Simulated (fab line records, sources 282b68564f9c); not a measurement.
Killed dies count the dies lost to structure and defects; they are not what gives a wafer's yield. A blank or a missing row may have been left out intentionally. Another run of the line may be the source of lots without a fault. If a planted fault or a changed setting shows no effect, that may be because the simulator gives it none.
Commonality check across tools | flow rit-cmos | 39 wafers sampled across 13 lots

THE REASON FOR OPENING IT
At RIT_NLDD_TW_MEAS_10 the reading NLDD_TW is flagged on 1 of 13 lots. Fault-free wafers read 2501, with a standard deviation of 43.
Rule: a lot is flagged in two cases, either no wafer of it has a number, or all its wafers with numbers fall more than 4 standard deviations from that mean. As for the other lots, they are considered sound.

lot  | measured    | on            | NLDD_TW, wafer by wafer | flag
L819 | day 3 01:53 | film-metro-01 | 2445 2453 2465          |
L821 | day 3 09:21 | film-metro-02 | 2484 2492 2498          |
L822 | day 3 14:35 | film-metro-01 | 2473 2454 2466          |
L823 | day 3 20:08 | film-metro-02 | 2480 2479 2489          |
L824 | day 4 01:30 | film-metro-01 | 2460 2470 2444          |
L825 | day 4 10:51 | film-metro-01 | 2464 2464 2464          |
L827 | day 4 19:23 | film-metro-03 | 2555 2556 2550          |
L828 | day 4 22:53 | film-metro-01 | 2453 2464 2457          |
L829 | day 5 04:01 | film-metro-02 | 2503 2513 2501          |
L832 | day 5 15:33 | film-metro-03 | 31 31 31                | FLAGGED
L833 | day 5 21:43 | film-metro-01 | 2460 2468 2459          |
L834 | day 6 01:09 | film-metro-03 | 2579 2557 2555          |
L840 | day 7 07:21 | film-metro-01 | 2464 2442 2454          |
The numbers of the flagged lots are 31 on average: -2470 against the usual, or -57 standard deviations.

TOOL THAT RAN EACH LOT
The record holds 2 process steps before the reading, out of a route of 202 steps. Cell contents, in order: the tool; ch with the chambers the sampled wafers went through; the start.
lot  | flag    | RIT_PRETRO_STRIP_09                 | RIT_NLDD_EXPOSE_03
L819 |         | plasma-asher-04 ch 0,1, day 2 12:46 | iline-stepper-01 ch 0, day 3 00:58
L821 |         | plasma-asher-02 ch 0,1, day 2 22:21 | iline-stepper-01 ch 0, day 3 08:26
L822 |         | plasma-asher-03 ch 0,1, day 3 02:58 | iline-stepper-01 ch 0, day 3 13:41
L823 |         | plasma-asher-03 ch 0,1, day 3 08:37 | iline-stepper-01 ch 0, day 3 19:13
L824 |         | plasma-asher-04 ch 0,1, day 3 13:32 | iline-stepper-01 ch 0, day 4 00:37
L825 |         | plasma-asher-04 ch 0,1, day 3 19:22 | iline-stepper-02 ch 0, day 4 09:57
L827 |         | plasma-asher-04 ch 0,1, day 4 07:58 | iline-stepper-02 ch 0, day 4 18:28
L828 |         | plasma-asher-02 ch 0,1, day 4 12:27 | iline-stepper-01 ch 0, day 4 21:59
L829 |         | plasma-asher-02 ch 0,1, day 4 17:12 | iline-stepper-02 ch 0, day 5 02:57
L832 | FLAGGED | plasma-asher-04 ch 0,1, day 5 05:31 | iline-stepper-01 ch 0, day 5 14:40
L833 |         | plasma-asher-04 ch 0,1, day 5 11:24 | iline-stepper-02 ch 0, day 5 20:39
L834 |         | plasma-asher-04 ch 0,1, day 5 15:01 | iline-stepper-02 ch 0, day 6 00:14
L840 |         | plasma-asher-03 ch 0,1, day 6 21:39 | iline-stepper-01 ch 0, day 7 06:26
What these steps do:
- RIT_PRETRO_STRIP_09: strips in O2, time 180 s.
- RIT_NLDD_EXPOSE_03: exposes mask M7, target cd 40700 nm.
- RIT_NLDD_TW_MEAS_10

FLAGGED OVER TOTAL, TOOL BY TOOL (the gauges that took the reading come last)
step                | tool             | lots run | flagged | share of the flagged lots | sound lots run after its first flagged lot
RIT_PRETRO_STRIP_09 | plasma-asher-02  | 3        | 0       | none                      | -
RIT_PRETRO_STRIP_09 | plasma-asher-03  | 3        | 0       | none                      | -
RIT_PRETRO_STRIP_09 | plasma-asher-04  | 7        | 1       | all                       | 2 (L833,L834)
RIT_NLDD_EXPOSE_03  | iline-stepper-01 | 8        | 1       | all                       | 1 (L840)
RIT_NLDD_EXPOSE_03  | iline-stepper-02 | 5        | 0       | none                      | -
RIT_NLDD_TW_MEAS_10 | film-metro-01    | 7        | 0       | none                      | -
RIT_NLDD_TW_MEAS_10 | film-metro-02    | 3        | 0       | none                      | -
RIT_NLDD_TW_MEAS_10 | film-metro-03    | 3        | 1       | all                       | 1 (L834)

THE TABLE: WHAT IT ALLOWS
plasma-asher-04 at RIT_PRETRO_STRIP_09, iline-stepper-01 at RIT_NLDD_EXPOSE_03 and film-metro-03 at RIT_NLDD_TW_MEAS_10: these 3 rows of the table ran every flagged lot.
- plasma-asher-04 at RIT_PRETRO_STRIP_09 ran 7 lots, 1 of them flagged. Lots that were sound ran on it after the first flagged one (L833, L834); a persistent fault on the entire tool would not allow that.
- iline-stepper-01 at RIT_NLDD_EXPOSE_03 ran 8 lots, 1 of them flagged. Lots that were sound ran on it after the first flagged one (L840); a persistent fault on the entire tool would not allow that.
- film-metro-03 at RIT_NLDD_TW_MEAS_10 ran 3 lots, 1 of them flagged. Lots that were sound ran on it after the first flagged one (L834); a persistent fault on the entire tool would not allow that.
No row of the table ran every flagged lot and no sound lot after the first.

WHAT THE SIMULATOR HAD INSERTED
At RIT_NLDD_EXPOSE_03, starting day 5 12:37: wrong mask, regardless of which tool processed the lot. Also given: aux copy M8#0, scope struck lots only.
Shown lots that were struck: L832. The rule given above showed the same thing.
